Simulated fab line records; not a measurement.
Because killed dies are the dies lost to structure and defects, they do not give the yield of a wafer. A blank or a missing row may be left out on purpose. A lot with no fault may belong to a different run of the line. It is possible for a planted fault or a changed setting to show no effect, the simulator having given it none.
8D (eight disciplines) problem report, filled in by code    flow berkeleyCmos170    the parts of the form that need people (team, actions taken, sign-off) are left out

## 1. THE PROBLEM
GATE_POLY_THK at UCB170_GATE_THK_MEAS_05 reads a mean of 191.1 nm on 3 wafers of 1 lot; wafers without a fault read 212.5 nm with a standard deviation of 2. That is -11 standard deviations from the usual mean.
The first sign was on wafer L815.3 at day 9 04:38, on filmMetro-03. The record has a number at this step for 39 wafers belonging to 13 lots. Rule for "out", or "out of limits": more than 4 standard deviations from the usual mean. All remaining wafers that have a number are taken as sound.

## 2. WHAT IT IS, WHAT IT ISN'T
question                     is                      is not
which readings at this step  GATE_POLY_THK           -
which lots                   L815                    L801, L802, L805, L806, L807, L808, L811, L819, L820, L821, L822, L824
which wafers of those lots   all that have a number  -
read on which gauges         filmMetro-03            filmMetro-01, filmMetro-02
when                         from day 9 04:38        up to then (21 sound wafers); but 15 sound wafers of L819, L820, L821, L822, L824 came after

## 3. SUSPECTS, AND WHAT RULES EACH OUT
Counting: a tool stays on the suspect list if, at a process step up to the reading, it processed all lots that are out and no sound lot following the first of them.
- the gauge at UCB170_GATE_THK_MEAS_05 is ruled out. All the wafers that are out were read on filmMetro-03, but those of them that UCB170_GATE_CVD_04 has rows for are out there too, on other tools.
- lpcvd-01 at UCB170_GATE_CVD_04 (deposits poly-Si from SiH4, time 1440 s, target thk 214 nm): kept. It ran the lot that is out, L815 (day 9 03:13), and no sound lot after that; its last sound lot up to then is L806 (day 7 03:43). On those wafers its own readings are out: pressureMtorr.
Remaining after the count: lpcvd-01 at UCB170_GATE_CVD_04.

## 4. THE CAUSE (what the simulator had put in)
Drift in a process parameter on lpcvd-01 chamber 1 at UCB170_GATE_CVD_04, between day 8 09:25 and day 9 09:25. Setting pressureMtorr, moved by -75, from 375. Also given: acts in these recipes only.
This tool alone remained once counting was done.

## 5. SEQUENCE OF EFFECTS, ordered by route
Each row: a reading where the mean over the struck wafers with a number is more than 3 standard deviations away from the usual. Only readings whose record carries a usual standard deviation are examined. hours: median over the lots of the time between each lot's start at the first step of this table that gives one and its start at this step. sigmas: the change, counted in usual standard deviations.
hours  step                     reading        usual        on struck wafers  change  sigmas
0      UCB170_GATE_CVD_04       pressureMtorr  374.8 mTorr  300.3             -74.5   -98
1      UCB170_GATE_THK_MEAS_05  GATE_POLY_THK  212.5 nm     191.1             -21.4   -11
3      UCB170_GATE_ETCH_15      oesProductAu   0.825 a.u.   0.762             -0.063  -4.2
Its process steps:
- UCB170_GATE_CVD_04: deposits poly-Si from SiH4, time 1440 s, target thk 214 nm.
- UCB170_GATE_ETCH_15: etches poly-Si in HBr/Cl2, stops on SiO2, time 56.3 s, target depth 278.2 nm.
Later measuring or inspecting steps at which every struck wafer that the step has a row for has a number for every such reading, and none has moved that far: UCB170_CONTACT_CD_MEAS_15.

## 6. HOW IT WOULD HAVE BEEN CAUGHT EARLIER
In this record the first reading out of limits at a measuring or inspecting step was taken at day 9 04:38, 19 hours after the fault began at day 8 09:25.
The tool's own readings at UCB170_GATE_CVD_04 were out on every struck wafer that the step has a row for (pressureMtorr): an alarm limit on them would have fired on the first of those.
Lots out: 1; all had begun UCB170_GATE_CVD_04 on lpcvd-01 by day 9 04:38. None of them would have been spared by holding the tool at that moment.
